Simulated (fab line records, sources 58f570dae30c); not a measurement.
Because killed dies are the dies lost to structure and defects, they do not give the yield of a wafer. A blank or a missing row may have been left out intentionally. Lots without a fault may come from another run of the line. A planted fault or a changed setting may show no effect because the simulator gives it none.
The same fault as seen by 2 desks || flow berkeley_cmos170 || each desk holds nothing but its own numbers, with what lay behind them at the end

FROM THE METROLOGY DESK
Lot by lot, what the gauges showed, no matter which tool ran the lot: averages of those sampled wafers that carry a number. If a lot's mean is further than 4 standard deviations from the usual mean, the lot is out of limits and carries the mark OUT (the distance appears in the brackets).
Columns: A = GATE_POLY_THK at UCB170_GATE_THK_MEAS_05, usual 223.2 nm; B = cd_nm at UCB170_GATE_CD_MEAS_12, usual 350.0 nm; C = GATE_OVL at UCB170_GATE_OVL_MEAS_13, usual -2 nm
{"lot": "L967", "first seen here": "day 6 20:32", "A": 220.3, "B": 350.9, "C": -5}
{"lot": "L972", "first seen here": "day 7 15:20", "A": 222.8, "B": 350.2, "C": -0}
{"lot": "L973", "first seen here": "day 7 15:20", "A": 223.8, "B": 350.4, "C": -6}
{"lot": "L983", "first seen here": "day 10 05:23", "A": 223.0, "B": 346.5, "C": -4}
{"lot": "L981", "first seen here": "day 10 05:30", "A": 220.9, "B": 350.8, "C": 9}
{"lot": "L990", "first seen here": "day 11 08:59", "A": 224.6, "B": 349.3, "C": 1}
This desk's verdict: no lot among the 6 shows anything out of limits.

AT THE TOOL OWNER'S DESK: rie_si-02
The tool's own readings at UCB170_GATE_ETCH_15 (etches poly-Si in HBr/Cl2, stops on SiO2, time 56.3 s, target depth 278.2 nm): means of the sampled wafers that have a number, for each lot that ran on this tool. If a lot's mean is further than 4 standard deviations from the usual mean, the lot is out of limits and carries the mark OUT (the distance appears in the brackets).
Columns: A = drypump_motor_current_A at UCB170_GATE_ETCH_15, usual 5.6 A; B = oes_product_au at UCB170_GATE_ETCH_15, usual 0.852 a.u.; C = throttle_valve_pct at UCB170_GATE_ETCH_15, usual 26.38 %
{"lot": "L967", "first seen here": "day 6 21:37", "A": 5.2, "B": 0.842, "C": 26.48}
{"lot": "L983", "first seen here": "day 10 06:47", "A": 6.0, "B": "0.715 (-7.6) OUT", "C": 26.02}
{"lot": "L981", "first seen here": "day 10 06:55", "A": 6.0, "B": "0.726 (-7.0) OUT", "C": 26.03}
This desk's verdict: out of limits on L981, L983, starting with L983 at day 10 06:47 (oes_product_au at UCB170_GATE_ETCH_15). Within limits: L967.

TAKEN TOGETHER
On L981, L983, at day 10 06:47, an alarm was possible from the tool owner's desk.
At the metrology desk, nothing out of limits was observed.
The metrology desk holds a record of L981, L983, inside its limits.
Of the lots named, all ran UCB170_GATE_ETCH_15 on rie_si-02.

WHAT THE SIMULATOR HAD PUT IN
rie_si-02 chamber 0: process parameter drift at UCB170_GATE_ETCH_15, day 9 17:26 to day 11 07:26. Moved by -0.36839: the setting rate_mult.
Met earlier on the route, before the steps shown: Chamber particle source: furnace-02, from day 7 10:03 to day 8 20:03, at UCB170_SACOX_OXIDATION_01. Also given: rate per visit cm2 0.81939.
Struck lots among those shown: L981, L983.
How many hours passed from the start of the fault until each desk's first out-of-limits reading: the tool owner's desk, 13.
